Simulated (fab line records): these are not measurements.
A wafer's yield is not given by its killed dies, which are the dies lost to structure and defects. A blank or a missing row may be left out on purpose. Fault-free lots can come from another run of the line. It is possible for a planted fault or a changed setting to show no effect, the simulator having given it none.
One fault seen from 2 desks ; flow berkeley_cmos170 ; only its own numbers are on each desk; what lay behind them is given at the end

== FROM THE METROLOGY DESK ==
What the gauges read, lot by lot, whatever tool the lot ran on: means of the sampled wafers that have a number. The brackets show how far a lot's mean lies from the usual mean; more than 4 standard deviations puts the lot out of limits, marked OUT.
Columns: A = V1_BOW at UCB170_V1_BOW_MEAS_03, usual 19 um; B = cd_nm at UCB170_V2_CD_MEAS_90, usual 700.6 nm; C = M3_OVL at UCB170_M3_OVL_MEAS_16, usual -1 nm
lot;first seen here;A;B;C
L156;day 7 20:26;20;699.2;-3
L157;day 7 20:27;23;700.8;6
L159;day 7 20:44;20;702.0;-3
L155;day 7 20:45;20;700.2;3
L158;day 7 21:03;14;701.5;-6
L161;day 8 18:02;14;699.1;2
L163;day 8 20:35;16;701.3;-8
L169;day 10 16:40;14;701.0;-5
L170;day 10 17:16;21;699.0;-7
L172;day 10 23:11;20;698.9;-1
L171;day 10 23:16;16;701.8;0
L173;day 11 04:38;20;700.9;-7
L175;day 11 05:00;12;699.8;-3
L178;day 11 22:37;25;700.5;-9
Result from this desk: across the 14 lots, nothing is out of limits.

== AT THE TOOL OWNER'S DESK: rie_diel-03 ==
The tool's own readings at UCB170_M3_ETCH_17 (etches BARC in N2/H2): means of the sampled wafers that have a number, for each lot that ran on this tool. The brackets show how far a lot's mean lies from the usual mean; more than 4 standard deviations puts the lot out of limits, marked OUT.
Columns: A = bias_w at UCB170_M3_ETCH_17, usual 100.00 W; B = chamber_pressure_mTorr at UCB170_M3_ETCH_17, usual 30.000 mTorr; C = drypump_motor_current_A at UCB170_M3_ETCH_17, usual 5.6 A; D = oes_product_au at UCB170_M3_ETCH_17, usual 1.000 a.u.; E = throttle_valve_pct at UCB170_M3_ETCH_17, usual 13.20 %
lot;first seen here;A;B;C;D;E
L156;day 8 06:50;100.06;29.993;5.9;1.021;13.10
L161;day 9 05:59;100.21;29.997;5.7;0.994;13.05
L169;day 11 03:53;95.49 (-16) OUT;30.017;5.5;1.005;13.14
L170;day 11 05:26;95.88 (-14) OUT;30.011;5.9;1.007;13.09
Finding of this desk: L169, L170 out of limits; the first was L169 at day 11 03:53, on bias_w at UCB170_M3_ETCH_17. L156, L161 stayed within limits.

== TAKEN TOGETHER ==
An alarm could have come from the tool owner's desk at day 11 03:53, on L169, L170.
Metrology desk: nothing out of limits seen.
The metrology desk has L169, L170 on record, within its limits.
The lots listed all ran UCB170_M3_ETCH_17 on rie_diel-03.

== WHAT WAS PUT IN BY THE SIMULATOR ==
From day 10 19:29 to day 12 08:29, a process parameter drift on rie_diel-03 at UCB170_M3_ETCH_17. Setting bias_w shifted by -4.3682 from 100. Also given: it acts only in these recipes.
Struck lots among those shown: L169, L170.
Each desk's first reading out of limits, in hours after the fault started: the tool owner's desk, 8.
